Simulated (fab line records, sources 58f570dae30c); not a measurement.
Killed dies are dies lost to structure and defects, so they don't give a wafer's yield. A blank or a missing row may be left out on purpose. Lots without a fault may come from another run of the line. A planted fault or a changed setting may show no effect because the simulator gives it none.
fab line records | flow berkeley_cmos170
record lots=14 wafers=42 last_day=13
route steps=331 shown START@4 CONTACT@224 M1@238 M3@321
lots that met no fault: from a run of the same line without faults
start_h: hours from the record's first day to the start of the lot's first wafer shown | wait_h: hours since the lot's step before | " the same as in the row above | L1.1+2: a row that stands for several wafers | - no value, or no start given | * or withheld: withheld | < > ~ a bound
route shown NAME@n: a module of which the file shows steps, and the number in the route of the first | usual: mean/standard deviation of fault-free wafers | same: alike in all rows | chamber/n: place in a boat | sites: the reading at each site | _std_site: their standard deviation | _edge_site: outer sites' mean less inner sites' | radius_mm: how far each site lies from the wafer's centre | mask NAME#n: copy n | behind: the tool/chamber that last shaped the wafer | hold: why the lot was held/for how many hours/how that ended | device: the transistor (n, p or np) that didn't switch | end of line: the same wafers' tests at the end of the route | a step without rows: its recipe alone | killed: dies lost to structure and defects at the first sort, not the wafer's yield | map: a wafer's dies, x killed, . not, _ none there
set.NAME: the setting as run; set.NAME@STEP: as run at that earlier step | model.NAME: the simulator's own value behind a step, which no gauge read
steps of the route over a sample of lots; a table a step, a row a wafer
services: from which hour (start_h, from the record's first day; less than 0 if before it) a tool's chamber was out of use, for how many hours, and why
## steps
# step UCB170_START_THK_MEAS_03
# recipe reads=SiO2_of_START_OXIDATION_02
# usual START_OXIDE_THK=20.2/0.4
# columns lot.wafer tool chamber start_h wait_h START_OXIDE_THK[nm]
L207.4 film_metro-02 - 15.20 0.0 20.1
L207.5 " - " " 20.3
L207.6 " - " " 20.4
L208.2 film_metro-02 - 22.84 0.0 20.1
L208.3 " - " " 20.3
L208.4 " - " " 20.4
L210.1 film_metro-04 - 31.92 0.0 20.6
L210.4 " - " " 20.5
L210.6 " - " " 20.6
L211.3 film_metro-01 - 31.98 0.1 20.6
L211.5 " - " " 20.3
L211.6 " - " " 20.3
L212.1 film_metro-04 - 41.79 0.0 20.9
L212.3 " - " " 21.0
L212.4 " - " " 21.1
L213.1 film_metro-01 - 41.79 0.0 20.6
L213.3 " - " " 20.5
L213.4 " - " " 20.9
L215.2 film_metro-02 - 56.48 0.0 20.3
L215.4 " - " " 20.2
L215.5 " - " " 20.3
L216.2 film_metro-02 - 63.06 0.0 19.7
L216.5 " - " " 19.8
L216.6 " - " " 19.9
L219.4 film_metro-02 - 75.78 0.0 19.4
L219.5 " - " " 19.8
L219.6 " - " " 19.2
L220.1 film_metro-01 - 83.08 0.0 20.6
L220.3 " - " " 20.3
L220.4 " - " " 20.7
L224.1 film_metro-01 - 101.28 0.0 20.0
L224.2 " - " " 20.1
L224.5 " - " " 20.0
L228.3 film_metro-02 - 119.84 0.0 20.3
L228.4 " - " " 20.2
L228.6 " - " " 20.2
L229.1 film_metro-04 - 124.15 0.0 19.9
L229.2 " - " " 20.2
L229.4 " - " " 20.1
L230.1 film_metro-02 - 129.90 0.0 20.1
L230.2 " - " " 20.0
L230.5 " - " " 20.0
# step UCB170_CONTACT_RTA_08
# recipe temp_c=900 time_s=10 ambient=N2
# usual lamp_power_pct=28.62/0.28 wafer_temp_C_max=905.2/1.5
# columns lot.wafer tool chamber start_h wait_h lamp_power_pct wafer_temp_C_max
L207.4 rtp_anneal-01 0 178.43 0.0 28.36 905.7
L207.5 " 0 " " 28.37 907.1
L207.6 " 0 " " 28.31 905.9
L208.2 rtp_anneal-01 0 185.09 0.0 28.34 905.3
L208.3 " 0 " " 28.34 906.2
L208.4 " 0 " " 28.34 907.1
L210.1 rtp_anneal-01 0 193.40 0.0 28.35 906.2
L210.4 " 0 " " 28.35 908.0
L210.6 " 0 " " 28.40 904.7
L213.1 rtp_anneal-02 0 193.40 0.0 28.97 904.3
L213.3 " 0 " " 28.89 903.2
L213.4 " 0 " " 28.92 904.0
L212.1 rtp_anneal-02 0 195.16 0.0 28.98 903.8
L212.3 " 0 " " 28.95 903.6
L212.4 " 0 " " 28.97 903.5
L211.3 rtp_anneal-01 0 195.39 0.0 28.34 906.5
L211.5 " 0 " " 28.36 904.4
L211.6 " 0 " " 28.32 905.4
L215.2 rtp_anneal-02 0 225.61 0.0 28.97 903.4
L215.4 " 0 " " 28.92 903.3
L215.5 " 0 " " 28.94 903.3
L220.1 rtp_anneal-02 0 234.22 0.0 28.89 903.5
L220.3 " 0 " " 28.94 904.3
L220.4 " 0 " " 28.92 904.9
L219.4 rtp_anneal-01 0 236.27 0.0 28.34 907.5
L219.5 " 0 " " 28.36 907.3
L219.6 " 0 " " 28.39 906.6
L216.2 rtp_anneal-01 0 236.71 0.0 28.33 906.3
L216.5 " 0 " " 28.35 905.5
L216.6 " 0 " " 28.39 904.8
L224.1 rtp_anneal-02 0 267.34 0.1 28.91 904.2
L224.2 " 0 " " 28.90 903.1
L224.5 " 0 " " 28.92 903.7
L228.3 rtp_anneal-01 0 279.91 0.0 28.34 908.8
L228.4 " 0 " " 28.39 906.0
L228.6 " 0 " " 28.37 906.1
L229.1 rtp_anneal-02 0 281.09 0.0 28.85 903.9
L229.2 " 0 " " 28.91 903.7
L229.4 " 0 " " 28.90 902.9
L230.1 rtp_anneal-01 0 290.02 0.0 28.36 907.2
L230.2 " 0 " " 28.35 905.5
L230.5 " 0 " " 28.34 907.0
# step UCB170_M1_SPUTTER_00
# recipe material=Al target_thk_nm=600 time_s=80 power_w=6000 chamber_pressure_pa=0.5
# usual throttle_valve_pct=30.1/1.2
# columns lot.wafer tool chamber start_h wait_h throttle_valve_pct
L207.4 pvd_sputter-03 - 181.56 0.0 30.6
L207.5 " - " " 30.7
L207.6 " - " " 30.2
L208.2 pvd_sputter-03 - 187.04 0.0 30.1
L208.3 " - " " 29.0
L208.4 " - " " 30.4
L213.1 pvd_sputter-03 - 196.27 0.0 31.0
L213.3 " - " " 30.3
L213.4 " - " " 30.4
L210.1 pvd_sputter-01 - 196.36 0.0 31.6
L210.4 " - " " 31.1
L210.6 " - " " 28.5
L212.1 pvd_sputter-04 - 197.17 0.0 32.2
L212.3 " - " " 28.8
L212.4 " - " " 28.4
L211.3 pvd_sputter-01 - 197.25 0.0 31.2
L211.5 " - " " 31.1
L211.6 " - " " 28.5
L215.2 pvd_sputter-04 - 227.95 0.0 28.6
L215.4 " - " " 28.7
L215.5 " - " " 30.5
L220.1 pvd_sputter-01 - 235.97 0.0 28.7
L220.3 " - " " 31.1
L220.4 " - " " 31.5
L219.4 pvd_sputter-03 - 238.10 0.0 30.9
L219.5 " - " " 29.1
L219.6 " - " " 30.9
L216.2 pvd_sputter-04 - 238.43 0.0 32.1
L216.5 " - " " 30.6
L216.6 " - " " 32.0
L224.1 pvd_sputter-01 - 269.41 0.0 31.3
L224.2 " - " " 28.5
L224.5 " - " " 28.6
L228.3 pvd_sputter-04 - 281.81 0.0 28.6
L228.4 " - " " 28.5
L228.6 " - " " 32.0
L229.1 pvd_sputter-03 - 283.83 0.0 28.9
L229.2 " - " " 30.4
L229.4 " - " " 31.0
L230.1 pvd_sputter-01 - 291.99 0.0 28.3
L230.2 " - " " 31.7
L230.5 " - " " 28.6
# step UCB170_M3_EXPOSE_12
# recipe mask_id=METAL3 target_cd_nm=700 na=0.5 sigma_outer=0.6 source_shape=conventional dose_mj=26
# usual exposure_dose_mJ_cm2=25.977/0.027 focus_offset_nm=-0.1/0.55
# columns lot.wafer tool chamber start_h wait_h mask exposure_dose_mJ_cm2 focus_offset_nm
L207.4 krf_scanner-01 0 195.49 - METAL3#0 25.960 -0.4
L207.5 " 0 " " METAL3#0 26.015 -0.4
L207.6 " 0 " " METAL3#0 25.989 0.7
L208.2 krf_scanner-01 0 202.09 - METAL3#0 25.976 0.3
L208.3 " 0 " " METAL3#0 26.018 0.2
L208.4 " 0 " " METAL3#0 25.985 0.6
L213.1 krf_scanner-01 0 212.97 - METAL3#0 26.019 -0.8
L213.3 " 0 " " METAL3#0 26.030 0.0
L213.4 " 0 " " METAL3#0 26.009 -0.5
L212.1 krf_scanner-02 0 213.42 - METAL3#0 25.948 0.4
L212.3 " 0 " " METAL3#0 25.950 -0.1
L212.4 " 0 " " METAL3#0 25.976 0.4
L210.1 krf_scanner-01 0 213.66 - METAL3#0 25.926 0.2
L210.4 " 0 " " METAL3#0 25.991 -0.1
L210.6 " 0 " " METAL3#0 26.003 -0.1
L211.3 krf_scanner-02 0 214.04 - METAL3#0 25.997 -1.0
L211.5 " 0 " " METAL3#0 25.992 -0.3
L211.6 " 0 " " METAL3#0 26.025 -1.8
L215.2 krf_scanner-01 0 240.95 - METAL3#0 25.956 0.6
L215.4 " 0 " " METAL3#0 25.960 0.8
L215.5 " 0 " " METAL3#0 25.976 0.3
L220.1 krf_scanner-01 0 251.73 - METAL3#0 25.968 0.7
L220.3 " 0 " " METAL3#0 25.954 0.3
L220.4 " 0 " " METAL3#0 25.977 0.3
L219.4 krf_scanner-01 0 254.91 - METAL3#0 25.923 0.0
L219.5 " 0 " " METAL3#0 25.914 0.0
L219.6 " 0 " " METAL3#0 25.914 0.2
L216.2 krf_scanner-02 0 256.75 - METAL3#0 25.955 -0.3
L216.5 " 0 " " METAL3#0 25.957 -0.3
L216.6 " 0 " " METAL3#0 25.965 -0.7
L224.1 krf_scanner-01 - 286.65 - METAL3#0 - -
L224.2 " - " " METAL3#0 - -
L224.5 " - " " METAL3#0 - -
L229.1 krf_scanner-01 0 299.61 - METAL3#0 25.983 0.2
L229.2 " 0 " " METAL3#0 25.941 -0.1
L229.4 " 0 " " METAL3#0 25.946 -1.2
L228.3 krf_scanner-01 - 299.82 - METAL3#0 - -
L228.4 " - " " METAL3#0 - -
L228.6 " - " " METAL3#0 - -
L230.1 krf_scanner-01 0 306.30 - METAL3#0 25.967 -0.1
L230.2 " 0 " " METAL3#0 25.961 0.8
L230.5 " 0 " " METAL3#0 25.973 0.3
## services
# columns tool chamber start_h hours kind
krf_scanner-01 - 156.13 1.3 pm
rtp_anneal-02 - 156.75 3.8 pm
pvd_sputter-03 - 158.45 2.5 repair
krf_scanner-02 - 158.60 0.8 pm
rtp_anneal-01 - 170.55 2.3 repair
pvd_sputter-04 - 185.41 11.5 repair
pvd_sputter-01 - 185.67 1.5 repair
pvd_sputter-03 - 196.60 4.0 repair
krf_scanner-01 0 201.15 - calibration
pvd_sputter-04 - 209.88 5.5 repair
krf_scanner-02 - 227.25 1.0 pm
pvd_sputter-01 - 239.44 0.9 repair
pvd_sputter-04 - 249.90 7.7 repair
pvd_sputter-04 - 254.10 1.2 repair
krf_scanner-01 - 255.12 1.0 pm
krf_scanner-01 - 256.12 0.8 pm
pvd_sputter-01 - 263.93 1.5 repair
krf_scanner-02 - 266.45 0.3 repair
krf_scanner-02 0 274.03 - calibration
pvd_sputter-04 - 284.91 2.9 repair
krf_scanner-02 - 286.58 1.3 pm
krf_scanner-01 - 294.77 4.0 pm
krf_scanner-02 - 298.79 4.4 pm
## key
first_sign step=UCB170_M3_EXPOSE_12 reading=tool_record direction=missing
effect none on later readings
met_at UCB170_M3_EXPOSE_12
struck_lots L224,L228
later_rows_left_out L224.1,L224.2,L224.5,L228.3,L228.4,L228.6
sort_left_out L224.1,L224.2,L224.5,L228.3,L228.4,L228.6
not_acting_at UCB170_START_THK_MEAS_03,UCB170_CONTACT_RTA_08,UCB170_M1_SPUTTER_00
onset_between 254.91 286.65
fault kind=skipped_step_whole tool=krf_scanner-01 chamber=- onset_h=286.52 steps=UCB170_M3_EXPOSE_12 scope=struck_lots_only
# sort_left_out: the simulated sort isn't trusted on such a fault, so these wafers' sort isn't shown, and their yield isn't known
# later_rows_left_out: the simulator's readings of these wafers behind a module that went badly wrong aren't trusted and aren't shown, but for the sort
